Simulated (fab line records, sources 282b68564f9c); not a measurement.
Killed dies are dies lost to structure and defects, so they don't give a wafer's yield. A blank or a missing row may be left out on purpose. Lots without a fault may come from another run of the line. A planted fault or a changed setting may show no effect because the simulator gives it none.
Which tool did it? | flow rit_cmos | 14 lots, 42 wafers sampled, at 5 steps of a route of 202

WHAT THE GAUGES READ, wafer by wafer
RIT_FOX1_THK_MEAS_01.
lot  | measured    | on            | FOX1_OXIDE_THK (nm)
L335 | day 1 21:11 | film_metro-01 | 338 346 343
L336 | day 2 00:34 | film_metro-03 | 334 339 342
L337 | day 2 04:17 | film_metro-03 | 342 342 341
L338 | day 2 10:47 | film_metro-01 | 356 362 364
L339 | day 2 14:28 | film_metro-01 | 345 348 347
L340 | day 2 19:23 | film_metro-03 | 354 345 353
L343 | day 3 09:58 | film_metro-02 | 347 346 341
L344 | day 3 16:23 | film_metro-02 | 346 336 347
L345 | day 3 20:16 | film_metro-02 | 360 356 351
L346 | day 4 02:29 | film_metro-02 | 344 343 339
L349 | day 4 17:41 | film_metro-02 | 347 354 352
L350 | day 4 21:37 | film_metro-03 | 352 357 349
L351 | day 5 03:01 | film_metro-03 | 354 347 351
L355 | day 6 00:25 | film_metro-01 | 357 355 354

RIT_FOX2_THK_MEAS_90.
lot  | measured    | on            | FIELD_OXIDE_LEFT_1_THK (nm)
L335 | day 2 00:22 | film_metro-01 | 336 336 337
L336 | day 2 03:50 | film_metro-01 | 313 316 315
L337 | day 2 06:39 | film_metro-01 | 314 310 315
L338 | day 2 13:09 | film_metro-02 | 330 333 327
L339 | day 2 17:13 | film_metro-01 | 305 315 308
L340 | day 2 21:49 | film_metro-04 | 337 336 339
L343 | day 3 12:20 | film_metro-01 | 339 335 332
L344 | day 3 19:33 | film_metro-01 | 322 329 323
L345 | day 3 22:38 | film_metro-02 | 329 330 325
L346 | day 4 07:20 | film_metro-04 | 323 327 326
L349 | day 4 20:07 | film_metro-04 | 328 324 325
L350 | day 5 00:27 | film_metro-04 | 313 318 313
L351 | day 5 05:23 | film_metro-04 | 317 324 317
L355 | day 6 04:49 | film_metro-01 | 315 311 315

RIT_CONTACT_CD_MEAS_08: target cd 1000 nm.
lot  | measured    | on        | cd_nm (nm)
L335 | day 3 10:35 | cd_sem-01 | 1003.6 1002.3 1004.6
L336 | day 3 13:19 | cd_sem-01 | 1002.3 1000.8 1000.2
L337 | day 3 16:26 | cd_sem-01 | 1000.8 999.6 998.6
L338 | day 4 00:16 | cd_sem-02 | 1002.5 1002.1 1001.1
L339 | day 4 02:31 | cd_sem-01 | 999.4 1001.5 998.5
L340 | day 4 08:59 | cd_sem-02 | 1002.2 1001.5 1003.0
L343 | day 5 03:23 | cd_sem-02 | 1003.6 1002.5 1002.7
L344 | day 5 07:50 | cd_sem-02 | 1001.6 1001.8 1000.8
L345 | day 5 11:29 | cd_sem-02 | 1001.0 1001.9 1002.6
L346 | day 5 19:05 | cd_sem-02 | 1000.2 999.0 999.9
L349 | day 6 09:07 | cd_sem-02 | 1000.0 997.8 997.6
L350 | day 6 12:20 | cd_sem-02 | 1153.5 1152.1 1152.5
L351 | day 6 17:52 | cd_sem-02 | 1118.4 1123.4 1122.9
L355 | day 7 15:16 | cd_sem-01 | 999.7 999.4 1001.8

RIT_M1_CD_MEAS_90: target cd 2600 nm.
lot  | measured    | on        | cd_nm (nm)
L335 | day 3 14:10 | cd_sem-01 | 2597.6 2596.0 2596.2
L336 | day 3 16:51 | cd_sem-02 | 2596.5 2594.6 2594.9
L337 | day 3 19:52 | cd_sem-01 | 2603.0 2601.4 2601.2
L338 | day 4 03:43 | cd_sem-01 | 2601.6 2601.1 2600.2
L339 | day 4 06:09 | cd_sem-01 | 2601.5 2599.6 2601.1
L340 | day 4 12:40 | cd_sem-02 | 2603.4 2600.0 2599.1
L343 | day 5 06:56 | cd_sem-01 | 2599.5 2595.6 2598.3
L344 | day 5 11:23 | cd_sem-01 | 2600.4 2598.1 2600.5
L345 | day 5 15:04 | cd_sem-01 | 2599.9 2596.4 2597.2
L346 | day 5 22:31 | cd_sem-02 | 2595.3 2595.5 2596.0
L349 | day 6 12:43 | cd_sem-02 | 2598.3 2598.1 2596.5
L350 | day 6 15:52 | cd_sem-02 | 2603.0 2605.6 2602.4
L351 | day 6 21:26 | cd_sem-02 | 2602.1 2599.6 2595.9
L355 | day 7 20:24 | cd_sem-02 | 2600.9 2599.8 2598.1

WHICH TOOL RAN EACH LOT (tool, then ch and the chambers of the sampled wafers, then the start)
lot  | RIT_CONTACT_COAT_03
L335 | litho_track-04 ch 0, day 3 09:34
L336 | litho_track-01 ch 0, day 3 12:16
L337 | litho_track-04 ch 0, day 3 15:30
L338 | litho_track-01 ch 0, day 3 23:20
L339 | litho_track-01 ch 0, day 4 01:35
L340 | litho_track-01 ch 0, day 4 08:02
L343 | litho_track-04 ch 0, day 5 02:32
L344 | litho_track-01 ch 0, day 5 06:45
L345 | litho_track-04 ch 0, day 5 10:34
L346 | litho_track-02 ch 0, day 5 18:09
L349 | litho_track-01 ch 0, day 6 08:11
L350 | litho_track-04 ch 0, day 6 11:24
L351 | litho_track-04 ch 0, day 6 17:04
L355 | litho_track-02 ch 0, day 7 14:20
- RIT_CONTACT_COAT_03: resist thk 1000 nm.

WHAT THE TOOLS THEMSELVES READ (means of the sampled wafers that have a number; where no wafer has one, the mark that the record gives instead)
The record holds no such reading with a usual standard deviation.

THE ANSWER, worked out from the rows above alone
Rule: what is usual is taken from the lots themselves. Put in order of their means at a reading, lots are off if they are a third of the lots or fewer, leave a main group of 4 or more, and stand apart from it by a gap of 3 or more times the standard deviation of the main group's means; of several such gaps the widest counts. A main group whose means are all the same, to the digits that the tables above print for the reading, isn't used. A lot without any number at a reading at which 4 lots or more have one is off too. The other lots that the step has rows for count as sound. The gauges are gone through in route order, then the tools' own readings, and for those a lot's mean is taken as printed above. The first step at which some lot is off is used, and at that step the reading that is off furthest; a lot without a number counts as furthest.
Off: L350, L351, at RIT_CONTACT_CD_MEAS_08 (cd_nm). The main group: mean 1001.1 nm, standard deviation 1.4.
A tool fits if, at a process step before that reading, it ran every lot that is off, and no sound lot after the first of them. The gauges at RIT_CONTACT_CD_MEAS_08 are tried like those tools. Can't be told from this: 2 tools fit, litho_track-04 at RIT_CONTACT_COAT_03, cd_sem-02 at RIT_CONTACT_CD_MEAS_08.

WHAT THE SIMULATOR HAD PUT IN
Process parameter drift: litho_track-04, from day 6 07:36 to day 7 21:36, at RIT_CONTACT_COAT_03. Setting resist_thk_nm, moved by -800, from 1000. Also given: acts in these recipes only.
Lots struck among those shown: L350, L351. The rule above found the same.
